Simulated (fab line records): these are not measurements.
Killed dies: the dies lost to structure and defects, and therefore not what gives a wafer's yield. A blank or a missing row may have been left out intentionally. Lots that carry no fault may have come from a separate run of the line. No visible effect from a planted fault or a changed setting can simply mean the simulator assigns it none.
fab line records + flow rit-cmos
record:
- lots: 6
- wafers: 18
- last-day: 7
route steps=202 shown NSD@139 PSD@142
lots with no fault: from the same line, run without faults
start-h: hours from the record's opening day to when the first of the lot's shown wafers began + wait-h: time in hours since the lot's previous step + " identical to the entry in the row above + L1.1+2: one row covering several wafers at once + - no value, or no start was given + * or withheld: withheld + < > ~ a bound
route shown NAME@n: a module of which the file shows steps, and the number in the route of the first + usual: the fault-free wafers' mean and standard deviation + same: alike in all rows + chamber/n: place in a boat + sites: readings site by site + _std_site: how widely they spread, as a standard deviation + _edge_site: the outer-site mean with the inner-site mean subtracted + radius-mm: how far each site lies from the wafer's centre + mask NAME#n: copy n + behind: the most recent tool/chamber to have shaped the wafer + hold: what put the lot on hold/how long, in hours/how the hold closed + device: the transistor (n, p or np) that didn't switch + end of line: tests of these same wafers at the route's end + a step with no rows: only its recipe + killed: the dies lost at the first sort to structure and to defects; this is not the yield of the wafer + map: per-die view of a wafer (x killed, . not killed, _ where there is no die)
set.NAME: the setting the step ran with; set.NAME@STEP: the setting that earlier step ran with + model.NAME: the simulator's own value behind a step, which no gauge read
certain route steps with their lots: each step a table, each wafer a row
services: the hour from which a tool's chamber was out of use, counted from the record's first day as start-h (under 0 if before that day), plus the number of hours and why
== steps ==
step: RIT_NSD_IMPLANT_08
recipe:
- species: P
- energy-kev: 25
- dose-cm2: 1e+15
- tilt-deg: 7
step: RIT_NSD_STRIP_09
recipe:
- chemistry: O2
- time-s: 180
- resist: NOVOLAK
- platen-temp-c: withheld
- power-w: 500
- pressure-mtorr: 4000
- o2-flow-sccm: 4000
usual:
- chamber-pressure-mTorr: 4000/4.4
- drypump-motor-current-A: 5.6/0.32
- o2-flow-sccm: 4000/12
| lot.wafer | tool            | chamber | start-h | wait-h | chamber-pressure-mTorr | drypump-motor-current-A | o2-flow-sccm | rf-hours-counter-h |
|-----------|-----------------|---------|---------|--------|------------------------|-------------------------|--------------|--------------------|
| L697.1    | plasma-asher-02 | 0       | 88.63   | 0.1    | 3999                   | 5.3                     | 4010         | 31                 |
| L697.3    | "               | 1       | "       | "      | 4000                   | 5.9                     | 3982         | -                  |
| L697.5    | "               | 0       | "       | "      | 4005                   | 5.3                     | 4006         | -                  |
| L706.1    | plasma-asher-02 | 0       | 131.99  | 0.1    | 4003                   | 5.3                     | 4023         | 37                 |
| L706.4    | "               | 0       | "       | "      | 3997                   | 5.3                     | 4020         | -                  |
| L706.6    | "               | 0       | "       | "      | 3997                   | 5.3                     | 3997         | -                  |
| L707.2    | plasma-asher-01 | 1       | 138.62  | 0.1    | 4004                   | 5.3                     | 4015         | 44                 |
| L707.3    | "               | 0       | "       | "      | 4001                   | 6.1                     | 4006         | -                  |
| L707.4    | "               | 1       | "       | "      | 3998                   | 5.3                     | 4013         | -                  |
| L708.1    | plasma-asher-02 | 1       | 143.90  | 0.1    | 3996                   | 5.9                     | 4011         | 38                 |
| L708.3    | "               | 0       | "       | "      | 3997                   | 5.3                     | 3983         | -                  |
| L708.4    | "               | 1       | "       | "      | 3998                   | 5.9                     | 4001         | -                  |
| L710.2    | plasma-asher-02 | 1       | 151.45  | 0.1    | 4004                   | 5.9                     | 3991         | 39                 |
| L710.3    | "               | 1       | "       | "      | 3993                   | 5.9                     | 4019         | -                  |
| L710.6    | "               | 1       | "       | "      | 3998                   | 5.9                     | 3998         | -                  |
| L712.1    | plasma-asher-02 | 1       | 162.79  | 0.1    | 4003                   | 5.9                     | 4022         | 40                 |
| L712.2    | "               | 0       | "       | "      | 4000                   | 5.3                     | 3986         | 40                 |
| L712.4    | "               | 1       | "       | "      | 3993                   | 5.9                     | 4017         | -                  |
step: RIT_NSD_TW_MEAS_10
usual:
- NSD_TW: 3128/29
| lot.wafer | tool          | chamber | start-h | wait-h | NSD_TW |
|-----------|---------------|---------|---------|--------|--------|
| L697.1    | film-metro-01 | -       | 88.81   | 0.1    | 3149   |
| L697.3    | "             | -       | "       | "      | 3140   |
| L697.5    | "             | -       | "       | "      | 3151   |
| L706.1    | film-metro-01 | -       | 132.16  | 0.1    | 3163   |
| L706.4    | "             | -       | "       | "      | 3163   |
| L706.6    | "             | -       | "       | "      | 3141   |
| L707.2    | film-metro-04 | -       | 138.80  | 0.1    | 3101   |
| L707.3    | "             | -       | "       | "      | 3085   |
| L707.4    | "             | -       | "       | "      | 3081   |
| L708.1    | film-metro-04 | -       | 144.07  | 0.1    | 3087   |
| L708.3    | "             | -       | "       | "      | 3078   |
| L708.4    | "             | -       | "       | "      | 3058   |
| L710.2    | film-metro-01 | -       | 151.63  | 0.1    | 3166   |
| L710.3    | "             | -       | "       | "      | 3149   |
| L710.6    | "             | -       | "       | "      | 3172   |
| L712.1    | film-metro-01 | -       | 162.96  | 0.1    | 3162   |
| L712.2    | "             | -       | "       | "      | 3139   |
| L712.4    | "             | -       | "       | "      | 3164   |
step: RIT_PSD_HMDS_00
recipe:
- prime-time-s: 60
- prime-temp-c: 140
step: RIT_PSD_COAT_01
recipe:
- resist: NOVOLAK
- spin-rpm: 3250
- resist-thk-nm: 1000
step: RIT_PSD_SOFTBAKE_02
recipe:
- resist: NOVOLAK
- temp-c: 90
- time-s: 60
step: RIT_PSD_EXPOSE_03
recipe:
- mask-id: M10
- na: 0.57
- target-cd-nm: 40900
- dose-mj: 250
step: RIT_PSD_PEB_04
recipe:
- resist: NOVOLAK
- temp-c: withheld
- time-s: withheld
step: RIT_PSD_DEVELOP_05
recipe:
- resist: NOVOLAK
- develop-time-s: 50
- dev-temp-c: 23
step: RIT_PSD_OVL_MEAS_06
usual:
- PSD_OVL: 0.6/1.7
| lot.wafer | tool       | chamber | start-h | wait-h | PSD_OVL[nm] |
|-----------|------------|---------|---------|--------|-------------|
| L697.1    | overlay-01 | -       | 89.72   | -      | 1.2         |
| L697.3    | "          | -       | "       | "      | 0.9         |
| L697.5    | "          | -       | "       | "      | 1.7         |
| L706.1    | overlay-01 | -       | 133.27  | -      | -1.6        |
| L706.4    | "          | -       | "       | "      | -0.7        |
| L706.6    | "          | -       | "       | "      | 0.9         |
| L707.2    | overlay-01 | -       | 139.83  | -      | 3.7         |
| L707.3    | "          | -       | "       | "      | 2.9         |
| L707.4    | "          | -       | "       | "      | 4.5         |
| L708.1    | overlay-01 | -       | 144.98  | -      | 3.3         |
| L708.3    | "          | -       | "       | "      | 0.5         |
| L708.4    | "          | -       | "       | "      | 0.8         |
| L710.2    | overlay-01 | -       | 152.67  | -      | 2.4         |
| L710.3    | "          | -       | "       | "      | 0.7         |
| L710.6    | "          | -       | "       | "      | 1.5         |
| L712.1    | overlay-02 | -       | 164.00  | -      | 1.3         |
| L712.2    | "          | -       | "       | "      | 0.4         |
| L712.4    | "          | -       | "       | "      | -0.9        |
step: RIT_PSD_HARDBAKE_07
recipe:
- resist: NOVOLAK
- temp-c: 140
- time-s: 60
step: RIT_PSD_IMPLANT_08
recipe:
- species: BF2
- energy-kev: 27
- dose-cm2: 5e+15
- tilt-deg: 7
step: RIT_PSD_STRIP_09
recipe:
- chemistry: O2
- time-s: 180
- resist: NOVOLAK
- platen-temp-c: withheld
- power-w: 500
- pressure-mtorr: 4000
- o2-flow-sccm: 4000
usual:
- chamber-pressure-mTorr: 4000/3.6
- drypump-motor-current-A: 5.69/0.27
- o2-flow-sccm: 3999/11
| lot.wafer | tool            | chamber | start-h | wait-h | chamber-pressure-mTorr | drypump-motor-current-A | o2-flow-sccm | rf-hours-counter-h | model.NOVOLAK_of_PSD_COAT_01.thk-nm |
|-----------|-----------------|---------|---------|--------|------------------------|-------------------------|--------------|--------------------|-------------------------------------|
| L697.1    | plasma-asher-02 | 1       | 90.06   | 0.1    | 4000                   | 5.90                    | 3991         | 31                 | 0                                   |
| L697.3    | "               | 1       | "       | "      | 4004                   | 5.91                    | 4004         | -                  | 0                                   |
| L697.5    | "               | 1       | "       | "      | 4002                   | 5.92                    | 3996         | -                  | 0                                   |
| L706.1    | plasma-asher-04 | 1       | 133.60  | 0.1    | 3999                   | 5.70                    | 3997         | 2                  | 0                                   |
| L706.4    | "               | 1       | "       | "      | 3998                   | 5.68                    | 3984         | -                  | 0                                   |
| L706.6    | "               | 1       | "       | "      | 4005                   | 5.70                    | 4003         | -                  | 0                                   |
| L707.2    | plasma-asher-02 | 0       | 140.16  | 0.1    | -                      | -                       | -            | -                  | 882.9                               |
| L707.3    | "               | 0       | "       | "      | -                      | -                       | -            | -                  | 882.9                               |
| L707.4    | "               | 1       | "       | "      | -                      | -                       | -            | -                  | 884.2                               |
| L708.1    | plasma-asher-02 | 0       | 145.32  | 0.1    | -                      | -                       | -            | -                  | 883.9                               |
| L708.3    | "               | 0       | "       | "      | -                      | -                       | -            | -                  | 882.6                               |
| L708.4    | "               | 1       | "       | "      | -                      | -                       | -            | -                  | 882                                 |
| L710.2    | plasma-asher-04 | 0       | 153.00  | 0.1    | 4000                   | 6.00                    | 3982         | 4                  | 0                                   |
| L710.3    | "               | 0       | "       | "      | 3998                   | 6.00                    | 3984         | -                  | 0                                   |
| L710.6    | "               | 0       | "       | "      | 3996                   | 5.99                    | 3986         | -                  | 0                                   |
| L712.1    | plasma-asher-02 | 1       | 164.33  | 0.1    | 4003                   | 5.90                    | 3997         | 40                 | 0                                   |
| L712.2    | "               | 0       | "       | "      | 4000                   | 5.27                    | 3987         | 40                 | 0                                   |
| L712.4    | "               | 1       | "       | "      | 3999                   | 5.90                    | 3989         | -                  | 0                                   |
step: RIT_PSD_TW_MEAS_10
usual:
- PSD_TW: 3416/35
| lot.wafer | tool          | chamber | start-h | wait-h | PSD_TW |
|-----------|---------------|---------|---------|--------|--------|
| L697.1    | film-metro-01 | -       | 90.23   | 0.1    | 3452   |
| L697.3    | "             | -       | "       | "      | 3453   |
| L697.5    | "             | -       | "       | "      | 3454   |
| L706.1    | film-metro-04 | -       | 133.78  | 0.1    | 3394   |
| L706.4    | "             | -       | "       | "      | 3364   |
| L706.6    | "             | -       | "       | "      | 3390   |
| L707.2    | film-metro-01 | -       | 140.35  | 0.1    | 3450   |
| L707.3    | "             | -       | "       | "      | 3448   |
| L707.4    | "             | -       | "       | "      | 3468   |
| L708.1    | film-metro-01 | -       | 145.49  | 0.1    | 3468   |
| L708.3    | "             | -       | "       | "      | 3477   |
| L708.4    | "             | -       | "       | "      | 3471   |
| L710.2    | film-metro-01 | -       | 153.18  | 0.1    | 3469   |
| L710.3    | "             | -       | "       | "      | 3470   |
| L710.6    | "             | -       | "       | "      | 3474   |
| L712.1    | film-metro-01 | -       | 164.52  | 0.1    | 3457   |
| L712.2    | "             | -       | "       | "      | 3465   |
| L712.4    | "             | -       | "       | "      | 3473   |
== services ==
| tool            | chamber | start-h | hours | kind       |
|-----------------|---------|---------|-------|------------|
| plasma-asher-04 | -       | 108.75  | 9.0   | pm         |
| plasma-asher-04 | 0       | 108.75  | 9.0   | vent-cycle |
| plasma-asher-04 | 1       | 108.75  | 9.0   | vent-cycle |
| plasma-asher-01 | -       | 111.34  | 10.6  | repair     |
| plasma-asher-04 | 0       | 117.75  | -     | clean      |
| plasma-asher-04 | 1       | 117.75  | -     | clean      |
| plasma-asher-01 | -       | 123.88  | 14.6  | pm         |
== key ==
first-sign:
- step: RIT_PSD_STRIP_09
- reading: tool-record
- direction: missing
effect none on later readings
model-effect:
- step: RIT_PSD_STRIP_09
- value: NOVOLAK_of_PSD_COAT_01.thk-nm
- without: 0
- struck: 883.1
met-at RIT_PSD_STRIP_09
struck-wafers L707.2,L707.3,L707.4,L708.1,L708.3,L708.4
later-rows-left-out L707.2,L707.3,L707.4,L708.1,L708.3,L708.4
sort-left-out L707.2,L707.3,L707.4,L708.1,L708.3,L708.4
tester-left-out L707,L708
onset-between 90.06 140.16
fault:
- kind: skipped-step-whole
- tool: plasma-asher-02
- chamber: -
- onset-h: 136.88
- steps: RIT_PSD_STRIP_09
- scope: struck-lots-only
tester-left-out: of these lots the tester's yield and bins aren't shown, on N5 and GAA mostly nor the transistor test; their killed dies are dies lost to structure and defects alone, not to doping, threshold or leakage, so they don't give the yield
sort-left-out: the simulated sort isn't trusted on such a fault, so these wafers' sort isn't shown, and their yield isn't known
later-rows-left-out: the simulator's readings of these wafers behind a module that went badly wrong aren't trusted and aren't shown, but for the sort
